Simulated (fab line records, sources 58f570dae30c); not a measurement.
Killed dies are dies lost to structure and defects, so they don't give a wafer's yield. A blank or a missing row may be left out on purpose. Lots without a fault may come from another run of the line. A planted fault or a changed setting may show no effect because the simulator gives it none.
Which tool did it? | flow berkeley_cmos170 | 13 lots, 39 wafers sampled, at 4 steps of a route of 331

WHAT THE GAUGES READ, wafer by wafer
UCB170_PWELL_THK_MEAS_03.
lot  | measured    | on            | PWELL_OXIDE_THK (nm)
L522 | day 2 23:11 | film_metro-03 | 27.0 26.8 26.9
L526 | day 3 09:19 | film_metro-04 | 25.5 25.8 26.1
L527 | day 3 20:55 | film_metro-04 | 25.8 26.1 26.4
L529 | day 4 09:11 | film_metro-04 | 26.8 27.3 26.8
L532 | day 4 23:22 | film_metro-02 | 26.1 26.1 25.5
L535 | day 5 17:50 | film_metro-03 | 25.8 25.6 26.2
L536 | day 5 17:51 | film_metro-02 | 25.7 25.3 25.8
L537 | day 6 00:16 | film_metro-02 | 27.1 27.1 27.6
L538 | day 6 00:17 | film_metro-03 | 26.3 26.2 26.4
L540 | day 6 09:38 | film_metro-02 | 26.0 26.3 25.9
L543 | day 7 02:04 | film_metro-03 | 24.3 25.1 24.8
L544 | day 7 06:41 | film_metro-04 | 26.8 26.7 26.7
L545 | day 7 12:31 | film_metro-04 | 26.4 26.8 26.3

UCB170_PWELL_OVL_MEAS_13.
lot  | measured    | on         | PWELL_OVL (nm)
L522 | day 3 08:47 | overlay-01 | -1 0 0
L526 | day 3 19:04 | overlay-02 | -1 3 0
L527 | day 4 06:04 | overlay-02 | 2 6 11
L529 | day 4 17:25 | overlay-02 | 2 3 5
L532 | day 5 07:20 | overlay-02 | 3 10 4
L535 | day 6 02:54 | overlay-02 | -1 -2 -7
L536 | day 6 02:43 | overlay-01 | 6 7 5
L537 | day 6 09:31 | overlay-01 | -8 -4 -3
L538 | day 6 10:02 | overlay-02 | 16 2 8
L540 | day 6 17:28 | overlay-02 | 1 4 0
L543 | day 7 08:23 | overlay-01 | -14 -8 -8
L544 | day 7 13:50 | overlay-01 | 8 6 6
L545 | day 7 20:05 | overlay-01 | -1 -5 -2

UCB170_GATE_CD_MEAS_12: target cd 350 nm.
lot  | measured     | on        | cd_nm (nm)
L522 | day 6 11:48  | cd_sem-01 | 349.9 349.3 348.6
L526 | day 6 23:25  | cd_sem-01 | 350.2 349.1 348.4
L527 | day 7 10:04  | cd_sem-02 | 349.8 348.1 348.4
L529 | day 7 14:05  | cd_sem-02 | 347.9 347.3 348.7
L532 | day 8 04:23  | cd_sem-01 | 348.5 347.5 347.6
L535 | day 9 05:56  | cd_sem-02 | 348.3 347.9 347.8
L536 | day 9 06:20  | cd_sem-01 | 349.8 349.7 349.0
L537 | day 9 05:36  | cd_sem-01 | 349.6 347.9 349.8
L538 | day 9 06:55  | cd_sem-02 | 349.0 348.3 348.4
L540 | day 9 13:37  | cd_sem-02 | 346.8 347.9 348.0
L543 | day 10 09:41 | cd_sem-01 | 349.6 350.0 350.9
L544 | day 10 18:21 | cd_sem-01 | 349.5 349.3 349.4
L545 | day 11 00:10 | cd_sem-02 | 350.6 349.1 349.5

WHICH TOOL RAN EACH LOT (tool, then ch and the chambers of the sampled wafers, then the start)
lot  | UCB170_NVT_IMPLANT_07
L522 | implanter-01 ch 0, day 5 19:44
L526 | implanter-04 ch 0, day 6 08:58
L527 | implanter-04 ch 0, day 6 18:04
L529 | implanter-04 ch 0, day 7 03:14
L532 | implanter-04 ch 0, day 7 15:47
L535 | implanter-01 ch 0, day 8 11:24
L536 | implanter-02 ch 0, day 8 10:57
L537 | implanter-01 ch 0, day 8 15:48
L538 | implanter-02 ch 0, day 8 16:05
L540 | implanter-01 ch 0, day 9 00:04
L543 | implanter-01 ch 0, day 9 20:35
L544 | implanter-04 ch 0, day 10 02:04
L545 | implanter-02 ch 0, day 10 09:56
- UCB170_NVT_IMPLANT_07

WHAT THE TOOLS THEMSELVES READ (means of the sampled wafers that have a number; where no wafer has one, the mark that the record gives instead)
UCB170_NVT_IMPLANT_07.
lot  | tool         | beam_on_s (s) | faraday_current_uA | tilt_deg (degrees)
L522 | implanter-01 | 10.14         | 9.39               | 6.994
L526 | implanter-04 | 9.94          | 9.54               | 7.030
L527 | implanter-04 | 10.11         | 9.42               | 7.010
L529 | implanter-04 | 9.90          | 9.57               | 6.534
L532 | implanter-04 | 10.06         | 9.46               | 6.491
L535 | implanter-01 | 9.98          | 9.52               | 6.999
L536 | implanter-02 | 9.85          | 9.67               | 6.990
L537 | implanter-01 | 10.14         | 9.38               | 6.983
L538 | implanter-02 | 9.96          | 9.56               | 7.020
L540 | implanter-01 | 10.13         | 9.37               | 6.999
L543 | implanter-01 | 10.06         | 9.47               | 6.997
L544 | implanter-04 | 10.19         | 9.32               | 6.998
L545 | implanter-02 | 9.97          | 9.54               | 7.025

THE ANSWER, worked out from the rows above alone
Rule: what is usual is taken from the lots themselves. Put in order of their means at a reading, lots are off if they are a third of the lots or fewer, leave a main group of 4 or more, and stand apart from it by a gap of 3 or more times the standard deviation of the main group's means; of several such gaps the widest counts. A main group whose means are all the same, to the digits that the tables above print for the reading, isn't used. A lot without any number at a reading at which 4 lots or more have one is off too. The other lots that the step has rows for count as sound. The gauges are gone through in route order, then the tools' own readings, and for those a lot's mean is taken as printed above. The first step at which some lot is off is used, and at that step the reading that is off furthest; a lot without a number counts as furthest.
Off: L529, L532, at UCB170_NVT_IMPLANT_07 (tilt_deg). The main group: mean 7.004 degrees, standard deviation 0.014.
A tool fits if, at that step or a process step before it, it ran every lot that is off, and no sound lot after the first of them. None of those tried fits.

WHAT THE SIMULATOR HAD PUT IN
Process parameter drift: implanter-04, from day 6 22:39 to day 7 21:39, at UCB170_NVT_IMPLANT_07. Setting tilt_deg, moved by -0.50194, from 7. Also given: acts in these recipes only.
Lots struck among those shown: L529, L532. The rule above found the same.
